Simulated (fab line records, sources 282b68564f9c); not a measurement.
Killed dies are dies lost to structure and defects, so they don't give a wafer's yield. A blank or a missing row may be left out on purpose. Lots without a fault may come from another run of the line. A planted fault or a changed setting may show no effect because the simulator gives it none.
Problem report in the 8D (eight disciplines) form, filled by code | flow rit_cmos | the parts of the form that need people (team, actions taken, sign-off) are left out

1. THE PROBLEM
PSD_TW at RIT_PSD_TW_MEAS_10 reads a mean of 2914 on 6 wafers of 2 lots; wafers without a fault read 3385 with a standard deviation of 35. That is -13 standard deviations from the usual mean.
First seen on wafer L906.2, day 5 18:25, on film_metro-03. The record holds 42 wafers of 14 lots with a number at this step. Rule for "out", or "out of limits": more than 4 standard deviations from the usual mean. The other wafers with a number count as sound.

2. WHAT IT IS AND WHAT IT IS NOT
question                    | is                           | is not
which readings at this step | PSD_TW                       | -
which lots                  | L906, L910                   | L894, L895, L897, L898, L899, L901, L902, L909, L911, L912, L913, L914
which wafers of those lots  | all that have a number       | -
read on which gauges        | film_metro-01, film_metro-03 | film_metro-04
when                        | from day 5 18:25             | up to then (21 sound wafers); but 15 sound wafers of L909, L911, L912, L913, L914 came after

3. SUSPECTS, AND WHAT RULES EACH OUT
Counting: a tool at a process step up to the reading stays a suspect if it ran every lot that is out and no sound lot after the first of them.
- the gauge at RIT_PSD_TW_MEAS_10: ruled out. The wafers that are out were read on 2 gauges (film_metro-01, film_metro-03).
- implanter-02 at RIT_PSD_IMPLANT_08: kept. It ran every lot that is out, first L906 (day 5 18:06), and no sound lot after that; its last sound lot up to then is L901 (day 4 17:11). Its own readings are out on those wafers: beam_on_s, dose_ions_cm2, end_station_pressure_torr, faraday_current_uA.
Left after counting: implanter-02 at RIT_PSD_IMPLANT_08.

4. THE CAUSE (what the simulator had put in)
Process parameter drift: implanter-02, from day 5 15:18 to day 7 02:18, at RIT_PSD_IMPLANT_08. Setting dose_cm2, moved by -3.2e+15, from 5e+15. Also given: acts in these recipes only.
Counting left only this tool.

5. THE CHAIN OF EFFECTS, in route order
Each row: a reading whose mean over the struck wafers that have a number lies more than 3 standard deviations from the usual. Only readings for which the record gives a usual standard deviation are gone through. hours: the time from each lot's start at the first step in this table that gives one to its start at this step, as a median over the lots. sigmas: the change in usual standard deviations.
hours | step                    | reading                   | usual         | on struck wafers | change    | sigmas
0     | RIT_PSD_IMPLANT_08      | beam_on_s                 | 12.60 s       | 10.00            | -2.60     | -9.0
0     | RIT_PSD_IMPLANT_08      | dose_ions_cm2             | 5e+15         | 2e+15            | -3e+15    | -99 or more
0     | RIT_PSD_IMPLANT_08      | end_station_pressure_torr | 1.46e-05 Torr | 9.60e-06         | -5.00e-06 | -7.0
0     | RIT_PSD_IMPLANT_08      | faraday_current_uA        | 12174         | 5613             | -6561     | -23
0     | RIT_PSD_TW_MEAS_10      | PSD_TW                    | 3385          | 2914             | -472      | -13
1     | RIT_SDANNEAL_RS_MEAS_04 | PSD_RS                    | 115.96 ohm/sq | 131.16           | +15.20    | +54
The process steps in it:
- RIT_PSD_IMPLANT_08

6. WHAT WOULD HAVE CAUGHT IT SOONER
In this record the first reading out of limits at a measuring or inspecting step was taken at day 5 18:25, 3 hours after the fault began at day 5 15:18.
The tool's own readings at RIT_PSD_IMPLANT_08 were out on every struck wafer that the step has a row for (beam_on_s, dose_ions_cm2, end_station_pressure_torr, faraday_current_uA): an alarm limit on them would have fired on the first of those.
Of the lots that are out (2), L910 began RIT_PSD_IMPLANT_08 on implanter-02 after day 5 18:25. A hold on the tool at that time would have spared it.
